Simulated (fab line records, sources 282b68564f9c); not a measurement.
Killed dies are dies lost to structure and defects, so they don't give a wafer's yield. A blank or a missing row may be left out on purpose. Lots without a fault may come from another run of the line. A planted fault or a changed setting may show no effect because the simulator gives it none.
Tool commonality check | flow rit_cmos | 14 lots, 42 wafers sampled

WHY IT WAS OPENED
At RIT_NRETRO_TW_MEAS_10 the reading NRETRO_TW is flagged on 2 of 14 lots. Wafers without a fault read 1054, standard deviation 7.2.
Rule: a lot is flagged when every wafer of it that has a number lies more than 4 standard deviations from that mean, or none has a number. The other lots count as sound.

lot  | measured    | on            | NRETRO_TW, wafer by wafer | flag
L323 | day 2 08:01 | film_metro-03 | 1051 1060 1053            |
L325 | day 2 18:16 | film_metro-02 | 1050 1044 1049            |
L326 | day 2 23:02 | film_metro-03 | 1055 1056 1058            |
L327 | day 3 07:43 | film_metro-01 | 1051 1055 1051            |
L328 | day 3 12:01 | film_metro-03 | 1066 1064 1066            |
L330 | day 3 23:38 | film_metro-01 | 1049 1050 1047            |
L333 | day 4 12:28 | film_metro-01 | 1052 1054 1050            |
L334 | day 4 18:26 | film_metro-01 | 1052 1049 1055            |
L335 | day 5 00:23 | film_metro-02 | 992 992 993               | FLAGGED
L337 | day 5 06:16 | film_metro-02 | 995 989 995               | FLAGGED
L343 | day 6 14:24 | film_metro-01 | 1046 1045 1047            |
L344 | day 6 19:23 | film_metro-01 | 1044 1043 1044            |
L345 | day 6 23:55 | film_metro-02 | 1050 1052 1049            |
L346 | day 7 01:33 | film_metro-03 | 1062 1059 1062            |
The numbers of the flagged lots are 993 on average: -61 against the usual, or -9 standard deviations.

WHICH TOOL RAN EACH LOT
The record holds 1 process step before the reading, out of a route of 202 steps. In each cell: the tool, then ch and the chambers that the sampled wafers went through, then the start.
lot  | flag    | RIT_NRETRO_IMPLANT_08
L323 |         | implanter-03 ch 0, day 2 07:42
L325 |         | implanter-03 ch 0, day 2 17:57
L326 |         | implanter-03 ch 0, day 2 22:44
L327 |         | implanter-04 ch 0, day 3 07:24
L328 |         | implanter-01 ch 0, day 3 11:41
L330 |         | implanter-01 ch 0, day 3 23:19
L333 |         | implanter-01 ch 0, day 4 12:08
L334 |         | implanter-03 ch 0, day 4 18:08
L335 | FLAGGED | implanter-01 ch 0, day 5 00:04
L337 | FLAGGED | implanter-01 ch 0, day 5 05:56
L343 |         | implanter-03 ch 0, day 6 14:05
L344 |         | implanter-03 ch 0, day 6 19:04
L345 |         | implanter-03 ch 0, day 6 23:37
L346 |         | implanter-03 ch 0, day 7 01:13
What these steps do:
- RIT_NRETRO_IMPLANT_08
- RIT_NRETRO_TW_MEAS_10

FLAGGED OVER TOTAL, TOOL BY TOOL (the gauges that took the reading come last)
step                  | tool          | lots run | flagged | share of the flagged lots | sound lots run after its first flagged lot
RIT_NRETRO_IMPLANT_08 | implanter-01  | 5        | 2       | all                       | 0
RIT_NRETRO_IMPLANT_08 | implanter-03  | 8        | 0       | none                      | -
RIT_NRETRO_IMPLANT_08 | implanter-04  | 1        | 0       | none                      | -
RIT_NRETRO_TW_MEAS_10 | film_metro-01 | 6        | 0       | none                      | -
RIT_NRETRO_TW_MEAS_10 | film_metro-02 | 4        | 2       | all                       | 1 (L345)
RIT_NRETRO_TW_MEAS_10 | film_metro-03 | 4        | 0       | none                      | -

WHAT THE TABLE ALLOWS
2 rows of the table ran every flagged lot: implanter-01 at RIT_NRETRO_IMPLANT_08, film_metro-02 at RIT_NRETRO_TW_MEAS_10.
- implanter-01 at RIT_NRETRO_IMPLANT_08: 2 of its 5 lots flagged. Its last sound lot is L333 (day 4 12:08), its first flagged lot L335 (day 5 00:04): a fault that began between those two fits. Its own readings lie more than 4 standard deviations out on every wafer of the flagged lots: dose_ions_cm2, faraday_current_uA.
- film_metro-02 at RIT_NRETRO_TW_MEAS_10: 2 of its 4 lots flagged. Sound lots ran on it after the first flagged one (L345), which a lasting fault on the whole tool wouldn't allow.
One tool is left: implanter-01 at RIT_NRETRO_IMPLANT_08.

WHAT THE SIMULATOR HAD PUT IN
Process parameter drift: implanter-01, from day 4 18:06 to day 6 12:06, at RIT_NRETRO_IMPLANT_08. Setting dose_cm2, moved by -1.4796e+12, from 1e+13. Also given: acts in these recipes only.
Lots struck among those shown: L335, L337. The rule above found the same.
